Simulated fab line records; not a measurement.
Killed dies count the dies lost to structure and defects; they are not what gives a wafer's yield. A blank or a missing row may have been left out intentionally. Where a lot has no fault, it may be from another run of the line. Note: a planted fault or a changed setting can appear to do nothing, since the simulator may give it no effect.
Commonality check across tools ; flow rit cmos ; Lots sampled 16, wafers sampled 48

WHY IT WAS OPENED
RIT_NSD_OVL_MEAS_06, reading NSD_OVL: flagged on 4 of 16 lots. Fault-free wafers read -1.0 nm, with a standard deviation of 1.3.
Rule: a lot gets a flag if all its wafers with a number sit over 4 standard deviations from that mean, or if no wafer of it has a number. The rest of the lots are taken to be sound.

lot;measured;on;NSD_OVL (nm), wafer by wafer;flag
L222;day 3 01:41;overlay-02;1.9 2.3 2.4;
L223;day 3 08:36;overlay-02;-3.4 -2.1 -1.6;
L224;day 3 14:32;overlay-01;-1.4 -2.0 -2.1;
L225;day 3 16:53;overlay-02;-2.1 -0.2 -0.1;
L226;day 3 21:32;overlay-01;-1.5 -0.4 -0.9;
L227;day 4 04:29;overlay-01;1.2 1.8 2.1;
L228;day 4 08:20;overlay-01;-3.1 -2.1 -0.9;
L229;day 4 18:48;overlay-01;-1.0 -1.6 -0.7;
L230;day 5 00:52;overlay-02;357.8 358.1 358.6;FLAGGED
L231;day 5 04:58;overlay-02;0.9 -0.1 1.5;
L232;day 5 05:11;overlay-02;-3.0 -1.6 -1.1;
L234;day 6 07:46;overlay-01;361.2 359.1 360.4;FLAGGED
L237;day 6 18:02;overlay-02;359.0 358.5 358.1;FLAGGED
L236;day 6 18:38;overlay-01;1.1 -0.5 -0.6;
L238;day 7 00:04;overlay-02;357.8 357.1 358.1;FLAGGED
L240;day 7 10:57;overlay-02;-2.2 -2.2 -1.6;
Flagged lots average 358.7 nm: +359.7 nm relative to the usual, that is +99 or more standard deviations.

WHICH TOOL EACH LOT WENT THROUGH
The record holds 1 process step before the reading, out of a route of 202 steps. In each cell: the tool, then ch and the chambers that the sampled wafers went through, then the start.
lot;flag;RIT_NSD_EXPOSE_03
L222;;iline stepper-01 ch 0, day 3 01:17
L223;;iline stepper-02 ch 0, day 3 08:12
L224;;iline stepper-02 ch 0, day 3 14:09
L225;;iline stepper-02 ch 0, day 3 16:32
L226;;iline stepper-01 ch 0, day 3 21:08
L227;;iline stepper-01 ch 0, day 4 04:07
L228;;iline stepper-02 ch 0, day 4 07:58
L229;;iline stepper-02 ch 0, day 4 18:24
L230;FLAGGED;iline stepper-02 ch 0, day 5 00:28
L231;;iline stepper-01 ch 0, day 5 04:34
L232;;iline stepper-01 ch 0, day 5 04:47
L234;FLAGGED;iline stepper-02 ch 0, day 6 07:22
L237;FLAGGED;iline stepper-02 ch 0, day 6 17:17
L236;;iline stepper-01 ch 0, day 6 18:05
L238;FLAGGED;iline stepper-02 ch 0, day 6 23:40
L240;;iline stepper-01 ch 0, day 7 10:35
What the steps here do:
- RIT_NSD_EXPOSE_03: exposes mask M9, target cd 40700 nm.
- RIT_NSD_OVL_MEAS_06

FLAGGED AGAINST TOTAL, ONE TOOL AT A TIME (gauges that did the reading follow at the end)
step;tool;lots run;flagged;share of the flagged lots;sound lots run after its first flagged lot
RIT_NSD_EXPOSE_03;iline stepper-01;7;0;none;-
RIT_NSD_EXPOSE_03;iline stepper-02;9;4;all;0
RIT_NSD_OVL_MEAS_06;overlay-01;7;1;some;1 (L236)
RIT_NSD_OVL_MEAS_06;overlay-02;9;3;some;3 (L231,L232,L240)

WHAT IS ALLOWED BY THE TABLE
1 row of the table ran every flagged lot: iline stepper-02 at RIT_NSD_EXPOSE_03.
- iline stepper-02 at RIT_NSD_EXPOSE_03: 4 of its 9 lots flagged. Last sound lot L229 at day 4 18:24, first flagged lot L230 at day 5 00:28; a fault beginning in between fits.
Left over: one tool, iline stepper-02 at RIT_NSD_EXPOSE_03.

WHAT WAS PUT IN BY THE SIMULATOR
Scanner matching overlay: iline stepper-02, from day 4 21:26 on, at RIT_NSD_EXPOSE_03. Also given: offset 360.
Struck lots among those shown: L230, L234, L237, L238. The rule above found the same.
